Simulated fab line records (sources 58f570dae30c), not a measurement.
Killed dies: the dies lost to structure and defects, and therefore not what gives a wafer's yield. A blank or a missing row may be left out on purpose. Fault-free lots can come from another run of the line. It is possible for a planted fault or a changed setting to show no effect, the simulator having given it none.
Shared-tool check || flow berkeleyCmos170 || Sample size 13 lots and 39 wafers

## WHY IT WAS OPENED
Flagged at UCB170_NLDD_CD_MEAS_06: reading cdNm, on 1 of 13 lots. No-fault wafers: 1199.9 nm, standard deviation 1.1.
Rule: a lot is flagged when every wafer of it that has a number lies more than 4 standard deviations from that mean, or none has a number. All remaining lots are regarded as sound.

{"lot": "L736", "measured": "day 6 05:43", "on": "cdSem-01", "cdNm (nm), wafer by wafer": "1199.6 1198.9 1200.6", "flag": ""}
{"lot": "L742", "measured": "day 7 19:24", "on": "cdSem-02", "cdNm (nm), wafer by wafer": "1198.9 1198.5 1199.3", "flag": ""}
{"lot": "L740", "measured": "day 7 19:44", "on": "cdSem-01", "cdNm (nm), wafer by wafer": "1200.6 1199.2 1199.5", "flag": ""}
{"lot": "L743", "measured": "day 7 20:04", "on": "cdSem-02", "cdNm (nm), wafer by wafer": "1200.3 1200.9 1201.9", "flag": ""}
{"lot": "L744", "measured": "day 7 23:32", "on": "cdSem-02", "cdNm (nm), wafer by wafer": "1199.3 1198.2 1199.1", "flag": ""}
{"lot": "L745", "measured": "day 7 23:45", "on": "cdSem-02", "cdNm (nm), wafer by wafer": "959.1 959.6 959.5", "flag": "FLAGGED"}
{"lot": "L752", "measured": "day 9 10:53", "on": "cdSem-02", "cdNm (nm), wafer by wafer": "1200.6 1199.5 1199.3", "flag": ""}
{"lot": "L753", "measured": "day 10 00:09", "on": "cdSem-02", "cdNm (nm), wafer by wafer": "1201.4 1201.6 1201.8", "flag": ""}
{"lot": "L754", "measured": "day 10 09:52", "on": "cdSem-02", "cdNm (nm), wafer by wafer": "1200.8 1199.3 1200.0", "flag": ""}
{"lot": "L755", "measured": "day 10 10:05", "on": "cdSem-01", "cdNm (nm), wafer by wafer": "1199.4 1199.6 1198.8", "flag": ""}
{"lot": "L756", "measured": "day 10 14:03", "on": "cdSem-01", "cdNm (nm), wafer by wafer": "1199.9 1199.2 1199.5", "flag": ""}
{"lot": "L757", "measured": "day 11 09:42", "on": "cdSem-01", "cdNm (nm), wafer by wafer": "1200.1 1201.6 1200.3", "flag": ""}
{"lot": "L758", "measured": "day 11 10:00", "on": "cdSem-02", "cdNm (nm), wafer by wafer": "1200.1 1199.5 1201.0", "flag": ""}
Flagged lots average 959.4 nm: -240.5 nm relative to the usual, that is -99 or more standard deviations.

## WHICH TOOL RAN EACH LOT
The record keeps 1 process step preceding the reading, out of 331 steps on the route. Cell contents, in order: the tool; ch with the chambers the sampled wafers went through; the start.
{"lot": "L736", "flag": "", "UCB170_NLDD_EXPOSE_03": "krfScanner-02 ch 0, day 6 05:07"}
{"lot": "L742", "flag": "", "UCB170_NLDD_EXPOSE_03": "krfScanner-01 ch 0, day 7 18:55"}
{"lot": "L740", "flag": "", "UCB170_NLDD_EXPOSE_03": "krfScanner-02 ch 0, day 7 19:13"}
{"lot": "L743", "flag": "", "UCB170_NLDD_EXPOSE_03": "krfScanner-01 ch 0, day 7 19:24"}
{"lot": "L744", "flag": "", "UCB170_NLDD_EXPOSE_03": "krfScanner-01 ch 0, day 7 23:08"}
{"lot": "L745", "flag": "FLAGGED", "UCB170_NLDD_EXPOSE_03": "krfScanner-01 ch 0, day 7 23:22"}
{"lot": "L752", "flag": "", "UCB170_NLDD_EXPOSE_03": "krfScanner-01 ch 0, day 9 10:29"}
{"lot": "L753", "flag": "", "UCB170_NLDD_EXPOSE_03": "krfScanner-02 ch 0, day 9 23:46"}
{"lot": "L754", "flag": "", "UCB170_NLDD_EXPOSE_03": "krfScanner-01 ch 0, day 10 08:41"}
{"lot": "L755", "flag": "", "UCB170_NLDD_EXPOSE_03": "krfScanner-02 ch 0, day 10 08:53"}
{"lot": "L756", "flag": "", "UCB170_NLDD_EXPOSE_03": "krfScanner-02 ch 0, day 10 13:35"}
{"lot": "L757", "flag": "", "UCB170_NLDD_EXPOSE_03": "krfScanner-02 ch 0, day 11 09:02"}
{"lot": "L758", "flag": "", "UCB170_NLDD_EXPOSE_03": "krfScanner-02 ch 0, day 11 09:31"}
What the steps here do:
- UCB170_NLDD_EXPOSE_03: exposes mask NSELECT, target cd 1200 nm.
- UCB170_NLDD_CD_MEAS_06: target cd 1200 nm.

## FLAGGED AGAINST TOTAL, ONE TOOL AT A TIME (gauges that did the reading follow at the end)
{"step": "UCB170_NLDD_EXPOSE_03", "tool": "krfScanner-01", "lots run": 6, "flagged": 1, "share of the flagged lots": "all", "sound lots run after its first flagged lot": "2 (L752,L754)"}
{"step": "UCB170_NLDD_EXPOSE_03", "tool": "krfScanner-02", "lots run": 7, "flagged": 0, "share of the flagged lots": "none", "sound lots run after its first flagged lot": "-"}
{"step": "UCB170_NLDD_CD_MEAS_06", "tool": "cdSem-01", "lots run": 5, "flagged": 0, "share of the flagged lots": "none", "sound lots run after its first flagged lot": "-"}
{"step": "UCB170_NLDD_CD_MEAS_06", "tool": "cdSem-02", "lots run": 8, "flagged": 1, "share of the flagged lots": "all", "sound lots run after its first flagged lot": "4 (L752,L753,L754,L758)"}

## WHAT IS ALLOWED BY THE TABLE
krfScanner-01 at UCB170_NLDD_EXPOSE_03 and cdSem-02 at UCB170_NLDD_CD_MEAS_06 are the 2 rows of the table that ran each flagged lot.
- krfScanner-01 at UCB170_NLDD_EXPOSE_03: 1 of its 6 lots flagged. After the first flagged lot (L752, L754), sound lots still ran on it; a lasting fault on the whole tool would not permit that.
- cdSem-02 at UCB170_NLDD_CD_MEAS_06: 1 of its 8 lots flagged. After the first flagged lot (L752, L753, L754, L758), sound lots still ran on it; a lasting fault on the whole tool would not permit that.
Not one row of the table ran every flagged lot while running no sound lot after the first.

## WHAT THE SIMULATOR HAD INSERTED
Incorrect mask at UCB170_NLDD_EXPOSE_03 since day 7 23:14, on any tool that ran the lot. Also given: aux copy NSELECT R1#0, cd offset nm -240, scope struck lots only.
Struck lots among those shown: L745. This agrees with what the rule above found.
